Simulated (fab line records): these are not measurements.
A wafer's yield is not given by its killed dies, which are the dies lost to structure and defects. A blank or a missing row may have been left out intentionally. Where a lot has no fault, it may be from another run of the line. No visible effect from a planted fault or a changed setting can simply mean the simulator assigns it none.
Which of the tools did it?    flow berkeley cmos170    14 lots, 42 wafers sampled, at 2 steps of a route of 331

== WHAT THE GAUGES SHOWED, per wafer ==
UCB170_NVT_TW_MEAS_09. Usual: NVT_TW typically reads 522, with standard deviation 3.3.
lot   measured      on             NVT_TW       flag
L801  day 6 00:23   film metro-01  519 520 520  
L800  day 6 00:46   film metro-02  523 527 528  
L802  day 6 09:08   film metro-01  519 517 517  
L803  day 6 09:22   film metro-02  522 522 521  
L809  day 7 14:59   film metro-01  527 526 525  
L808  day 7 15:14   film metro-04  612 613 611  OFF
L806  day 7 15:28   film metro-04  614 615 613  OFF
L807  day 7 15:37   film metro-01  522 522 522  
L816  day 10 03:02  film metro-04  519 521 524  
L819  day 10 19:43  film metro-02  524 525 523  
L820  day 10 19:55  film metro-04  522 517 519  
L823  day 11 10:23  film metro-04  526 525 526  
L822  day 11 10:32  film metro-01  520 520 522  
L821  day 11 10:40  film metro-04  527 523 528  

== TOOL THAT RAN EACH LOT (tool first, then ch and the chambers of the sampled wafers, then the start) ==
lot   UCB170_NVT_IMPLANT_07
L801  implanter-04 ch 0, day 6 00:11
L800  implanter-04 ch 0, day 6 00:31
L802  implanter-04 ch 0, day 6 08:53
L803  implanter-03 ch 0, day 6 09:07
L809  implanter-03 ch 0, day 7 14:45
L808  implanter-01 ch 0, day 7 14:59
L806  implanter-01 ch 0, day 7 15:13
L807  implanter-03 ch 0, day 7 15:22
L816  implanter-04 ch 0, day 10 02:47
L819  implanter-03 ch 0, day 10 19:28
L820  implanter-01 ch 0, day 10 19:40
L823  implanter-01 ch 0, day 11 10:08
L822  implanter-03 ch 0, day 11 10:19
L821  implanter-04 ch 0, day 11 10:25
- UCB170_NVT_IMPLANT_07

== WHAT THE TOOLS THEMSELVES READ (means of the sampled wafers that have a number; where no wafer has one, the mark that the record gives instead) ==
UCB170_NVT_IMPLANT_07. Usual: dose ions cm2 3.001e+12, standard deviation 3e+09; faraday current uA 9.50, standard deviation 0.19.
lot   tool          dose ions cm2  faraday current uA  flag
L801  implanter-04  3.000e+12      9.43                
L800  implanter-04  2.998e+12      9.52                
L802  implanter-04  3.002e+12      9.49                
L803  implanter-03  3.001e+12      9.39                
L809  implanter-03  3.001e+12      9.78                
L808  implanter-01  5.006e+12      15.36               OFF
L806  implanter-01  5.003e+12      15.58               OFF
L807  implanter-03  3.000e+12      9.54                
L816  implanter-04  3.001e+12      9.50                
L819  implanter-03  3.000e+12      9.61                
L820  implanter-01  3.003e+12      9.44                
L823  implanter-01  2.997e+12      9.39                
L822  implanter-03  3.002e+12      9.28                
L821  implanter-04  3.002e+12      9.60                

== THE ANSWER, worked out from the rows above alone ==
Rule: a lot counts as off when the mean over its wafers that have a number is more than 3 standard deviations away from the usual mean. Also off: a lot with no number at a reading for which 4 or more lots have one. The other lots that the step has rows for count as sound. After the gauges, taken in route order, come the tools' own readings; for these a lot's mean is taken, as printed above. At the first step where some lot is off, the reading lying furthest off is the one used; lots without a number count as furthest.
Off: L808, L806, at UCB170_NVT_TW_MEAS_09 (NVT_TW).
A tool fits if, at a process step before that reading, it ran every lot that is off, and no sound lot after the first of them. Not tried: the gauges at UCB170_NVT_TW_MEAS_09; whatever is off there is also off at UCB170_NVT_IMPLANT_07, on other tools, and gauge error can't account for it. Not one of the candidates tried fits.

== WHAT THE SIMULATOR HAD PUT IN ==
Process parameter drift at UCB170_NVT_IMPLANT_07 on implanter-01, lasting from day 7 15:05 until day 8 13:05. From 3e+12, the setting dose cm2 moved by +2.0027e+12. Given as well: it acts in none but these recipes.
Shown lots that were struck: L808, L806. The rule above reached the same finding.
